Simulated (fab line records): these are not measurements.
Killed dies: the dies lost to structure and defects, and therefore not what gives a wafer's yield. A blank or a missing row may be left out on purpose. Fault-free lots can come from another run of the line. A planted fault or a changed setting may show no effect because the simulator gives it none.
One fault through the eyes of 2 desks	flow rit_cmos	each desk holds nothing but its own numbers, with what lay behind them at the end

== METROLOGY DESK ==
Lot by lot, what the gauges showed, no matter which tool ran the lot: averages of those sampled wafers that carry a number. Marked OUT: a lot whose mean sits more than 4 standard deviations from the usual mean, which makes it out of limits; the brackets give that distance.
Columns: A = M1_AL_RS at RIT_M1_RS_MEAS_01, usual 0.0737 ohm/sq; B = M1_AL_THK at RIT_M1_THK_MEAS_02, usual 394 nm; C = cd_nm at RIT_M1_CD_MEAS_09, usual 2599.3 nm; D = M1_OVL at RIT_M1_OVL_MEAS_10, usual -0.1 nm
lot	first seen here	A	B	C	D
L381	day 3 15:42	0.0733	396	2600.0	0.1
L385	day 4 14:37	0.0729	397	2600.1	-1.0
L389	day 5 14:07	0.0731	397	2593.4	-1.1
L391	day 5 21:56	0.0742	390	2597.5	0.5
L397	day 7 03:00	0.0725	400	2593.0	-0.6
L401	day 7 23:41	0.0740	393	2600.8	-0.6
Result from this desk: across the 6 lots, nothing is out of limits.

== DESK OF THE TOOL OWNER: rie_metal-02 ==
The tool's own readings at RIT_M1_METAL_ETCH_12 (etches Al in Cl2/BCl3, stops on SiO2, time 165 s, target depth 600 nm): means of the sampled wafers that have a number, for each lot that ran on this tool. Marked OUT: a lot whose mean sits more than 4 standard deviations from the usual mean, which makes it out of limits; the brackets give that distance.
Columns: A = bcl3_flow_sccm at RIT_M1_METAL_ETCH_12, usual 49.99 sccm; B = chamber_pressure_mTorr at RIT_M1_METAL_ETCH_12, usual 100.00 mTorr; C = drypump_motor_current_A at RIT_M1_METAL_ETCH_12, usual 5.57 A; D = oes_product_au at RIT_M1_METAL_ETCH_12, usual 0.766 a.u.; E = rf_fwd_power_W at RIT_M1_METAL_ETCH_12, usual 248.6 W; F = throttle_valve_pct at RIT_M1_METAL_ETCH_12, usual 8.33 %
lot	first seen here	A	B	C	D	E	F
L381	day 3 17:14	50.00	100.09	5.63	0.773	249.4	8.36
L389	day 5 15:35	49.91	86.68 (-99 or more) OUT	5.66	0.777	249.0	8.36
L391	day 5 23:32	50.07	93.30 (-73) OUT	5.57	0.762	248.0	8.30
This desk's verdict: out of limits on L389, L391, starting with L389 at day 5 15:35 (chamber_pressure_mTorr at RIT_M1_METAL_ETCH_12). L381: within limits.

== TAKEN TOGETHER ==
On L389, L391, at day 5 15:35, an alarm was possible from the tool owner's desk.
At the metrology desk, nothing out of limits was observed.
The metrology desk has L389, L391 on record, within its limits.
On rie_metal-02, each named lot ran RIT_M1_METAL_ETCH_12.

== WHAT HAD BEEN PUT IN BY THE SIMULATOR ==
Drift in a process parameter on rie_metal-02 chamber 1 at RIT_M1_METAL_ETCH_12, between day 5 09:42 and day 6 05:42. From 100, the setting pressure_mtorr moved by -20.
Shown lots that were struck: L389, L391.
Hours from the fault's start to each desk's first reading out of limits: the tool owner's desk, 6.
